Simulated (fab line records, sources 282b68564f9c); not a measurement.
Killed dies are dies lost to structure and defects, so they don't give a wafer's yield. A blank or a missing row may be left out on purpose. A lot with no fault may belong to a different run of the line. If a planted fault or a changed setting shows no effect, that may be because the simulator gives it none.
fab line records + flow rit-cmos
record
- lots=14
- wafers=42
- last-day=7
route steps=202 shown ACTIVE@13
lots that met no fault: from a run of the same line without faults
start-h: start of the lot's first displayed wafer, in hours after the record's first day + wait-h: time in hours since the lot's previous step + " as in the row above + L1.1+2: a single row standing in for several wafers + - no value present, or no start provided + * or withheld: withheld + < > ~ a bound
route shown NAME@n: a module of which the file shows steps, and the number in the route of the first + usual: mean and standard deviation over wafers with no fault + same: alike in all rows + chamber/n: place in a boat + sites: each site's reading + _std_site: standard deviation of those values + _edge_site: outer sites' mean less inner sites' + radius-mm: how far each site lies from the wafer's centre + mask NAME#n: copy n + behind: tool/chamber where the wafer was last shaped + hold: what put the lot on hold/how long, in hours/how the hold closed + device: which transistor (n, p or np) failed to switch + end of line: the tests these same wafers got at the end of their route + where a step has no rows: the recipe by itself + killed: at the first sort, the dies lost to defects and structure; wafer yield is something else + map: the dies of a wafer, with x for killed, . for not killed, _ for no die there
set.NAME: the run value of the setting; set.NAME@STEP: its run value at that earlier step + model.NAME: the simulator's own value behind a step, which no gauge read
a sample of lots followed through the steps of the route, with each step as a table and each wafer as a row
## steps
# step RIT_ACTIVE_HARDBAKE_12
# recipe
- resist=NOVOLAK
- temp-c=140
- time-s=60
# usual
- heater-power-total-W=62.56/0.042
- plate-temp-C=139.99/0.15
| lot.wafer | tool           | chamber | start-h | wait-h | heater-power-total-W | plate-temp-C |
|-----------|----------------|---------|---------|--------|----------------------|--------------|
| L343.1    | litho-track-04 | 0       | 19.92   | 0.1    | 62.61                | 140.16       |
| L343.2    | "              | 0       | "       | "      | 62.54                | 140.00       |
| L343.6    | "              | 0       | "       | "      | 62.57                | 140.05       |
| L344.1    | litho-track-02 | 0       | 25.53   | 0.1    | 62.56                | 139.81       |
| L344.2    | "              | 0       | "       | "      | 62.54                | 139.79       |
| L344.3    | "              | 0       | "       | "      | 62.51                | 140.04       |
| L345.1    | litho-track-02 | 0       | 29.71   | 0.1    | 62.58                | 139.98       |
| L345.4    | "              | 0       | "       | "      | 62.50                | 139.90       |
| L345.5    | "              | 0       | "       | "      | 62.47                | 140.11       |
| L346.2    | litho-track-04 | 0       | 34.97   | 0.1    | 62.59                | 139.88       |
| L346.4    | "              | 0       | "       | "      | 62.52                | 139.77       |
| L346.6    | "              | 0       | "       | "      | 62.55                | 139.88       |
| L347.2    | litho-track-01 | 0       | 39.82   | 0.1    | 62.58                | 139.91       |
| L347.3    | "              | 0       | "       | "      | 62.68                | 140.13       |
| L347.4    | "              | 0       | "       | "      | 62.57                | 140.14       |
| L348.1    | litho-track-01 | 0       | 46.54   | 0.1    | 62.48                | 140.32       |
| L348.2    | "              | 0       | "       | "      | 62.51                | 140.16       |
| L348.3    | "              | 0       | "       | "      | 62.61                | 140.00       |
| L349.1    | litho-track-04 | 0       | 50.39   | 0.1    | 62.56                | 140.00       |
| L349.3    | "              | 0       | "       | "      | 62.60                | 140.21       |
| L349.4    | "              | 0       | "       | "      | 62.56                | 140.22       |
| L354.2    | litho-track-02 | 0       | 74.71   | 0.1    | 62.55                | 139.88       |
| L354.3    | "              | 0       | "       | "      | 62.51                | 139.93       |
| L354.5    | "              | 0       | "       | "      | 62.55                | 140.02       |
| L355.2    | litho-track-02 | 0       | 81.43   | 0.2    | 63.99                | 142.38       |
| L355.3    | "              | 0       | "       | "      | 64.05                | 142.27       |
| L355.5    | "              | 0       | "       | "      | 63.91                | 142.31       |
| L356.1    | litho-track-02 | 0       | 84.56   | 0.1    | 63.96                | 142.44       |
| L356.2    | "              | 0       | "       | "      | 63.93                | 142.40       |
| L356.3    | "              | 0       | "       | "      | 64.03                | 142.60       |
| L357.1    | litho-track-04 | 0       | 91.02   | 0.1    | 62.62                | 140.18       |
| L357.5    | "              | 0       | "       | "      | 62.59                | 140.28       |
| L357.6    | "              | 0       | "       | "      | 62.50                | 139.93       |
| L362.2    | litho-track-04 | 0       | 116.26  | 0.1    | 62.50                | 140.02       |
| L362.4    | "              | 0       | "       | "      | 62.56                | 140.02       |
| L362.6    | "              | 0       | "       | "      | 62.58                | 140.20       |
| L363.1    | litho-track-01 | 0       | 119.59  | 0.1    | 62.50                | 140.06       |
| L363.5    | "              | 0       | "       | "      | 62.54                | 140.05       |
| L363.6    | "              | 0       | "       | "      | 62.59                | 140.01       |
| L365.2    | litho-track-01 | 0       | 131.29  | 0.1    | 62.55                | 140.00       |
| L365.4    | "              | 0       | "       | "      | 62.53                | 139.83       |
| L365.5    | "              | 0       | "       | "      | 62.58                | 139.66       |
## key
first-sign
- step=RIT_ACTIVE_HARDBAKE_12
- reading=heater-power-total-W
- direction=up
- sigmas=34
- usual=62.56
- struck=63.98
effect
- step=RIT_ACTIVE_HARDBAKE_12
- reading=plate-temp-C
- direction=up
- sigmas=16
- usual=*
- struck=*
met-at RIT_ACTIVE_HARDBAKE_12
struck-lots L355,L356
tester-left-out L355,L356
onset-between 74.71 81.43
fault
- kind=process-parameter-drift
- tool=litho-track-02
- chamber=-
- onset-h=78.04
- steps=RIT_ACTIVE_HARDBAKE_12
- channel=temp-c
- offset=*
- shape=step
- end-h=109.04
- acts-in=*
- stated=*
# tester-left-out: of these lots the tester's yield and bins aren't shown, on N5 and GAA mostly nor the transistor test; their killed dies are dies lost to structure and defects alone, not to doping, threshold or leakage, so they don't give the yield
